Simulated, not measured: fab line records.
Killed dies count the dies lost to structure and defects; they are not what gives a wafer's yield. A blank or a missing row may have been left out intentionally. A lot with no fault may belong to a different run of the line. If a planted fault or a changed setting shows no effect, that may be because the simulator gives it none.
fab line records | flow rit_cmos
record: lots: 14 wafers: 42 last_day: 8
route steps=202 shown PWELL@48 PSD@151 SILICIDE@162 M1@194
lots untouched by any fault: they come from a run of this same line in which no faults occurred
start_h: hours from the record's first day to the start of the lot's first wafer shown | wait_h: hours from the lot's prior step to this one | " identical to the entry in the row above | L1.1+2: several wafers, shown together as one row | - no value present, or no start provided | * or withheld: withheld | < > ~ a bound
route shown NAME@n: names a module that has steps shown in the file, with the first one's number in the route | usual: the fault-free wafers' mean and standard deviation | same: alike in all rows | chamber/n: place in a boat | sites: each site's reading | _std_site: the values' standard deviation | _edge_site: mean of outer sites minus mean of inner sites | radius_mm: how far each site lies from the wafer's centre | mask NAME#n: copy n | behind: the tool/chamber that last shaped the wafer | hold: why the lot was held/for how many hours/how that ended | device: which transistor (n, p or np) failed to switch | end of line: tests run on the same wafers once the route is complete | step lacking rows: just its recipe | killed: dies lost to structure and defects at the first sort, not the wafer's yield | map: shows each die of a wafer: x if killed, . if not, _ if none is there
set.NAME: the run value of the setting; set.NAME@STEP: its run value at that earlier step | model.NAME: the simulator's own value behind a step, which no gauge read
route steps across a sampled set of lots; one table per step, one row per wafer
services: when a tool's chamber went out of use (start_h, in hours from the record's first day, below 0 if earlier), for how many hours, and the reason
== steps ==
step: RIT_PWELL_STRIP_09
recipe: chemistry: O2 time_s: 180 resist: NOVOLAK platen_temp_c: withheld power_w: 500 pressure_mtorr: 4000 o2_flow_sccm: 4000
usual: drypump_motor_current_A: 5.6/0.55 rf_refl_power_W: 8.1/1.1
columns lot.wafer tool chamber start_h wait_h drypump_motor_current_A rf_hours_counter_h rf_refl_power_W
L804.2 plasma_asher-01 0 32.20 0.1 5.1 38 6.6
L804.3 " 1 " " 5.2 - 9.0
L804.4 " 0 " " 5.1 - 6.2
L805.2 plasma_asher-02 0 33.64 0.1 6.5 24 8.9
L805.3 " 0 " " 6.5 - 8.9
L805.5 " 0 " " 6.5 - 8.7
L806.2 plasma_asher-01 1 41.30 0.1 5.2 39 9.5
L806.4 " 1 " " 5.2 - 8.9
L806.6 " 1 " " 5.2 - 9.5
L808.2 plasma_asher-02 0 47.88 0.1 6.5 26 8.8
L808.4 " 0 " " 6.5 - 8.7
L808.5 " 1 " " 5.1 - 6.9
L809.1 plasma_asher-03 1 53.47 0.1 5.7 41 8.2
L809.4 " 1 " " 5.7 - 8.3
L809.5 " 1 " " 5.7 - 8.3
L810.1 plasma_asher-02 0 60.77 0.1 6.5 27 8.7
L810.2 " 1 " " 5.1 27 7.2
L810.6 " 1 " " 5.1 - 7.3
L814.1 plasma_asher-02 0 80.69 0.1 6.5 29 8.8
L814.3 " 0 " " 6.4 - 8.7
L814.5 " 0 " " 6.4 - 8.6
L815.1 plasma_asher-02 0 83.22 0.1 6.5 30 8.8
L815.2 " 1 " " 5.1 30 6.8
L815.6 " 0 " " 6.5 - 8.7
L816.1 plasma_asher-03 0 90.22 0.1 6.1 45 9.7
L816.3 " 0 " " 6.1 - 9.8
L816.4 " 1 " " 5.7 - 8.3
L817.2 plasma_asher-03 1 95.26 0.1 5.7 45 8.3
L817.4 " 1 " " 5.7 - 8.4
L817.6 " 1 " " 5.7 - 8.4
L821.1 plasma_asher-03 1 114.60 0.1 5.7 48 8.0
L821.2 " 0 " " 6.1 48 9.7
L821.5 " 1 " " 5.7 - 8.2
L823.2 plasma_asher-03 1 128.39 0.1 5.7 49 8.2
L823.3 " 0 " " 6.0 - 9.3
L823.4 " 1 " " 5.7 - 8.2
L824.2 plasma_asher-02 0 130.64 0.1 6.4 34 8.9
L824.5 " 1 " " 5.1 - 6.7
L824.6 " 0 " " 6.5 - 9.0
L826.1 plasma_asher-02 1 138.76 0.1 5.1 35 7.2
L826.4 " 1 " " 5.1 - 6.7
L826.6 " 0 " " 6.5 - 8.7
step: RIT_PSD_STRIP_09
recipe: chemistry: O2 time_s: 180 resist: NOVOLAK platen_temp_c: withheld power_w: 500 pressure_mtorr: 4000 o2_flow_sccm: 4000
usual: drypump_motor_current_A: 5.9/0.49 rf_refl_power_W: 7.3/1.6
columns lot.wafer tool chamber start_h wait_h drypump_motor_current_A rf_hours_counter_h rf_refl_power_W
L804.2 plasma_asher-02 0 61.99 0.1 6.5 27 8.8
L804.3 " 1 " " 5.1 - 7.1
L804.4 " 0 " " 6.5 - 8.8
L805.2 plasma_asher-02 0 65.54 0.1 6.5 27 8.6
L805.3 " 1 " " 5.1 - 6.8
L805.5 " 1 " " 5.1 - 6.9
L806.2 plasma_asher-02 1 72.14 0.1 5.1 28 7.2
L806.4 " 1 " " 5.1 - 7.2
L806.6 " 0 " " 6.5 - 9.0
L808.2 plasma_asher-04 0 79.56 0.1 5.8 44 5.3
L808.4 " 0 " " 5.8 - 5.4
L808.5 " 0 " " 5.8 - 5.2
L809.1 plasma_asher-02 0 81.85 0.1 6.5 29 9.1
L809.4 " 1 " " 5.1 - 7.2
L809.5 " 1 " " 5.1 - 7.2
L810.1 plasma_asher-04 1 90.66 0.1 6.4 45 5.2
L810.2 " 0 " " 5.8 45 5.5
L810.6 " 0 " " 5.8 - 5.2
L814.1 plasma_asher-03 1 110.18 0.1 5.7 47 8.4
L814.3 " 0 " " 6.1 - 9.7
L814.5 " 1 " " 5.7 - 8.4
L815.1 plasma_asher-03 0 111.05 0.1 6.1 47 9.2
L815.2 " 1 " " 5.6 47 8.5
L815.6 " 1 " " 5.7 - 8.3
L816.1 plasma_asher-04 0 119.24 0.1 5.8 0 5.3
L816.3 " 0 " " 5.8 - 5.8
L816.4 " 1 " " 6.5 - 5.2
L817.2 plasma_asher-04 0 125.39 0.1 5.8 1 5.6
L817.4 " 0 " " 5.8 - 5.4
L817.6 " 1 " " 6.5 - 5.2
L821.1 plasma_asher-02 1 146.58 0.1 5.1 36 7.0
L821.2 " 0 " " 6.5 36 8.8
L821.5 " 1 " " 5.1 - 6.5
L823.2 plasma_asher-03 0 168.98 0.1 6.1 53 9.2
L823.3 " 0 " " 6.1 - 9.1
L823.4 " 1 " " 5.6 - 8.3
L824.2 plasma_asher-04 1 169.28 0.1 6.4 5 5.1
L824.5 " 0 " " 5.8 - 5.7
L824.6 " 1 " " 6.4 - 5.1
L826.1 plasma_asher-03 1 179.37 0.1 5.7 54 8.4
L826.4 " 1 " " 5.7 - 8.6
L826.6 " 1 " " 5.7 - 8.2
step: RIT_SILICIDE_SPUTTER_01
recipe: material: Ti target_thk_nm: 30 power_w: 350 chamber_pressure_pa: 0.667 gas: Ar time_s: 240 substrate_temp_c: 25
usual: cathode_dc_power_W: 350.01/0.062 throttle_valve_pct: 30.1/1
columns lot.wafer tool chamber start_h wait_h cathode_dc_power_W throttle_valve_pct
L804.2 pvd_sputter-02 - 63.16 0.0 349.99 31.0
L804.3 " - " " 350.06 30.0
L804.4 " - " " 350.03 30.4
L805.2 pvd_sputter-01 - 66.69 0.0 349.88 30.7
L805.3 " - " " 350.05 30.0
L805.5 " - " " 350.01 29.8
L806.2 pvd_sputter-02 - 73.33 0.0 350.08 30.2
L806.4 " - " " 349.90 27.4
L806.6 " - " " 349.99 30.0
L808.2 pvd_sputter-04 - 80.71 0.0 350.09 29.2
L808.4 " - " " 350.07 30.3
L808.5 " - " " 349.93 30.3
L809.1 pvd_sputter-01 - 83.04 0.0 350.00 31.3
L809.4 " - " " 349.86 30.0
L809.5 " - " " 349.99 31.1
L810.1 pvd_sputter-02 - 91.83 0.0 349.91 27.8
L810.2 " - " " 350.08 30.0
L810.6 " - " " 349.92 30.2
L814.1 pvd_sputter-02 - 111.37 0.0 349.99 30.2
L814.3 " - " " 349.93 30.8
L814.5 " - " " 349.97 30.5
L815.1 pvd_sputter-01 - 112.21 0.0 349.89 31.2
L815.2 " - " " 349.93 29.5
L815.6 " - " " 349.99 31.0
L816.1 pvd_sputter-02 - 120.42 0.0 349.94 30.8
L816.3 " - " " 350.03 30.3
L816.4 " - " " 350.09 27.5
L817.2 pvd_sputter-01 - 126.58 0.0 350.02 30.5
L817.4 " - " " 350.00 31.1
L817.6 " - " " 350.04 29.9
L821.1 pvd_sputter-01 - 147.77 0.0 350.09 30.9
L821.2 " - " " 350.11 29.9
L821.5 " - " " 350.12 31.2
L823.2 pvd_sputter-01 - 170.17 0.0 349.97 29.8
L823.3 " - " " 350.04 30.8
L823.4 " - " " 349.97 31.0
L824.2 pvd_sputter-04 - 170.48 0.0 350.04 31.1
L824.5 " - " " 349.99 30.5
L824.6 " - " " 349.94 28.6
L826.1 pvd_sputter-01 - 180.54 0.0 349.99 31.1
L826.4 " - " " 350.04 31.1
L826.6 " - " " 349.95 30.0
step: RIT_SILICIDE_RS_MEAS_02
recipe: thk_meas_gauge: four-point-probe reads: Ti_of_SILICIDE_SPUTTER_01
usual: SILICIDE_TI_RS: 47.3/0.88
columns lot.wafer tool chamber start_h wait_h SILICIDE_TI_RS[ohm/sq]
L804.2 film_metro-04 - 63.33 0.1 46.6
L804.3 " - " " 47.4
L804.4 " - " " 45.8
L805.2 film_metro-03 - 66.86 0.1 47.2
L805.3 " - " " 48.1
L805.5 " - " " 47.8
L806.2 film_metro-01 - 73.50 0.1 46.2
L806.4 " - " " 46.3
L806.6 " - " " 46.4
L808.2 film_metro-04 - 80.88 0.1 47.4
L808.4 " - " " 48.3
L808.5 " - " " 48.7
L809.1 film_metro-03 - 83.19 0.1 47.4
L809.4 " - " " 48.3
L809.5 " - " " 47.1
L810.1 film_metro-03 - 91.98 0.1 46.9
L810.2 " - " " 48.1
L810.6 " - " " 47.7
L814.1 film_metro-04 - 111.52 0.1 43.7
L814.3 " - " " 43.7
L814.5 " - " " 43.6
L815.1 film_metro-01 - 112.36 0.1 46.7
L815.2 " - " " 47.6
L815.6 " - " " 47.0
L816.1 film_metro-03 - 120.57 0.1 43.6
L816.3 " - " " 43.1
L816.4 " - " " 43.2
L817.2 film_metro-01 - 126.75 0.1 48.6
L817.4 " - " " 47.3
L817.6 " - " " 47.6
L821.1 film_metro-04 - 147.92 0.1 48.1
L821.2 " - " " 48.2
L821.5 " - " " 48.6
L823.2 film_metro-01 - 170.34 0.1 47.9
L823.3 " - " " 48.0
L823.4 " - " " 47.4
L824.2 film_metro-04 - 170.65 0.1 47.6
L824.5 " - " " 48.5
L824.6 " - " " 48.6
L826.1 film_metro-04 - 180.69 0.1 47.3
L826.4 " - " " 48.1
L826.6 " - " " 47.6
step: RIT_SILICIDE_THK_MEAS_03
recipe: thk_meas_gauge: xrf reads: Ti_of_SILICIDE_SPUTTER_01
usual: SILICIDE_TI_THK: 29.7/0.48
columns lot.wafer tool chamber start_h wait_h SILICIDE_TI_THK[nm]
L804.2 film_metro-04 - 63.44 0.1 30.2
L804.3 " - " " 29.7
L804.4 " - " " 30.7
L805.2 film_metro-03 - 66.97 0.1 29.7
L805.3 " - " " 29.1
L805.5 " - " " 29.3
L806.2 film_metro-01 - 73.61 0.1 30.2
L806.4 " - " " 30.1
L806.6 " - " " 29.9
L808.2 film_metro-04 - 80.99 0.1 29.9
L808.4 " - " " 29.3
L808.5 " - " " 29.1
L809.1 film_metro-03 - 83.31 0.1 29.5
L809.4 " - " " 28.9
L809.5 " - " " 29.7
L810.1 film_metro-03 - 92.10 0.1 29.8
L810.2 " - " " 29.1
L810.6 " - " " 29.3
L814.1 film_metro-04 - 111.64 0.1 31.9
L814.3 " - " " 31.9
L814.5 " - " " 31.8
L815.1 film_metro-01 - 112.48 0.1 29.9
L815.2 " - " " 29.5
L815.6 " - " " 29.7
L816.1 film_metro-03 - 120.69 0.1 31.5
L816.3 " - " " 31.9
L816.4 " - " " 31.8
L817.2 film_metro-01 - 126.86 0.1 28.9
L817.4 " - " " 29.4
L817.6 " - " " 29.3
L821.1 film_metro-04 - 148.04 0.1 29.5
L821.2 " - " " 29.4
L821.5 " - " " 29.2
L823.2 film_metro-01 - 170.45 0.1 29.1
L823.3 " - " " 29.0
L823.4 " - " " 29.4
L824.2 film_metro-04 - 170.76 0.1 29.6
L824.5 " - " " 29.2
L824.6 " - " " 29.2
L826.1 film_metro-04 - 180.81 0.1 29.8
L826.4 " - " " 29.3
L826.6 " - " " 29.6
step: RIT_M1_OVL_MEAS_10
usual: M1_OVL: -0.3/1.5
columns lot.wafer tool chamber start_h wait_h M1_OVL[nm]
L804.2 overlay-02 - 67.69 0.1 -0.5
L804.3 " - " " -1.1
L804.4 " - " " -0.4
L805.2 overlay-02 - 71.07 0.1 -2.0
L805.3 " - " " -2.2
L805.5 " - " " -1.5
L806.2 overlay-01 - 77.64 0.1 -0.6
L806.4 " - " " 0.2
L806.6 " - " " 0.2
L808.2 overlay-01 - 85.15 0.1 0.4
L808.4 " - " " -1.0
L808.5 " - " " -0.1
L809.1 overlay-01 - 87.36 0.1 3.4
L809.4 " - " " 2.0
L809.5 " - " " 0.7
L810.1 overlay-01 - 96.60 0.1 -1.4
L810.2 " - " " -4.0
L810.6 " - " " -1.2
L814.1 overlay-02 - 115.61 0.1 -0.3
L814.3 " - " " 0.4
L814.5 " - " " 0.1
L815.1 overlay-01 - 116.61 0.1 1.9
L815.2 " - " " 1.5
L815.6 " - " " 2.4
L816.1 overlay-02 - 124.77 0.1 -0.4
L816.3 " - " " -1.5
L816.4 " - " " -1.4
L817.2 overlay-02 - 130.81 0.1 -2.6
L817.4 " - " " -2.7
L817.6 " - " " -2.7
L821.1 overlay-01 - 152.24 0.1 -0.8
L821.2 " - " " -0.4
L821.5 " - " " 0.3
L823.2 overlay-01 - 174.73 0.1 3.2
L823.3 " - " " 0.5
L823.4 " - " " 1.5
L824.2 overlay-02 - 175.04 0.1 0.6
L824.5 " - " " -1.4
L824.6 " - " " 1.1
L826.1 overlay-02 - 184.76 0.1 -1.1
L826.4 " - " " -1.1
L826.6 " - " " -1.0
step: RIT_M1_PROBE_99
usual: killed_at_M0_to_M3: 0.0/0.23 killed_at_contacts: 0.1/0.23 killed_at_front_end: 7/3 killed_dies: 7/3 killed_open: 3.3/2.1 killed_short: 3.7/1.9
same: gross_dies: 264 killed_at_M4_up: 0 killed_at_back_side: 0 killed_at_other: 0
columns lot.wafer tool chamber start_h wait_h killed_at_M0_to_M3 killed_at_contacts killed_at_front_end killed_dies killed_open killed_short
L814.1 prober-01 - 118.18 0.1 0 0 4 4 2 2
L814.3 prober-01 - 118.28 0.2 0 0 4 4 1 3
L814.5 prober-01 - 118.38 0.2 1 0 5 6 4 2
L815.1 prober-02 - 119.68 0.1 0 0 5 5 1 4
L815.2 prober-02 - 119.73 0.1 0 0 11 11 4 7
L815.6 prober-02 - 119.93 0.2 1 0 3 4 2 2
L816.1 prober-01 - 127.54 0.1 0 0 7 7 4 3
L816.3 prober-01 - 127.64 0.2 0 0 6 6 1 5
L816.4 prober-01 - 127.69 0.2 0 0 9 9 4 5
killed by level:class
L814.1 SPACER:geometric_particle:open=1 SPACER:geometric_particle:short=1 SILICIDE:geometric_particle:short=1 SILICIDE:geometric_particle:open=1
L814.3 FOX1:geometric_particle:short=1 FOX2:geometric_particle:short=1 GATE:geometric_particle:open=1 GATE:geometric_particle:short=1
L814.5 GATE:geometric_particle:open=3 FOX2:geometric_particle:short=1 SPACER:geometric_particle:open=1 M1:geometric_particle:short=1
L815.1 GATE:geometric_particle:short=2 REOX:geometric_particle:open=1 REOX:geometric_particle:short=1 SILICIDE:geometric_particle:short=1
L815.2 GATE:geometric_particle:short=4 GATE:geometric_particle:open=3 REOX:geometric_particle:short=2 FOX1:geometric_particle:short=1 SPACER:geometric_particle:open=1
L815.6 GATE:geometric_particle:open=1 SPACER:geometric_particle:open=1 SPACER:geometric_particle:short=1 M1:geometric_particle:short=1
L816.1 FOX1:geometric_particle:short=1 FOX1:geometric_particle:open=1 FOX2:geometric_particle:short=1 GATE:geometric_particle:open=1 GATE:geometric_particle:short=1 SPACER:geometric_particle:open=1 SILICIDE:geometric_particle:open=1
L816.3 SPACER:geometric_particle:short=2 FOX1:geometric_particle:short=1 GATE:geometric_particle:short=1 REOX:geometric_particle:short=1 SPACER:geometric_particle:open=1
L816.4 SPACER:geometric_particle:short=3 GATE:geometric_particle:open=2 SPACER:geometric_particle:open=2 GATE:geometric_particle:short=1 REOX:geometric_particle:short=1
== services ==
columns tool chamber start_h hours kind
plasma_asher-03 - 8.36 3.6 repair
pvd_sputter-02 - 23.20 5.3 repair
pvd_sputter-02 - 37.07 0.5 repair
plasma_asher-01 - 74.82 4.1 repair
pvd_sputter-02 - 84.21 5.0 repair
plasma_asher-04 - 108.75 9.0 pm
plasma_asher-04 0 108.75 9.0 vent_cycle
plasma_asher-04 1 108.75 9.0 vent_cycle
plasma_asher-02 - 114.45 7.6 repair
plasma_asher-04 0 117.75 - clean
plasma_asher-04 1 117.75 - clean
pvd_sputter-02 - 120.75 1.9 repair
== key ==
first_sign: step: RIT_SILICIDE_RS_MEAS_02 reading: SILICIDE_TI_RS direction: down sigmas: 4.4 usual: 47.3 struck: 43.5
effect: step: RIT_SILICIDE_THK_MEAS_03 reading: SILICIDE_TI_THK direction: up sigmas: 4.4 usual: 29.7 struck: 31.8
met_at RIT_SILICIDE_SPUTTER_01
struck_lots L814,L816
tester_left_out L814,L816
not_acting_at RIT_PWELL_STRIP_09,RIT_PSD_STRIP_09,RIT_M1_OVL_MEAS_10
onset_between 91.83 111.37
fault: kind: process_parameter_drift tool: pvd_sputter-02 chamber: - onset_h: 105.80 steps: RIT_SILICIDE_SPUTTER_01 channel: target_thk_nm offset: 1.5 shape: step end_h: 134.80 acts_in: these_recipes_only stated: 30
tester_left_out: of these lots the tester's yield and bins aren't shown, on N5 and GAA mostly nor the transistor test; their killed dies are dies lost to structure and defects alone, not to doping, threshold or leakage, so they don't give the yield
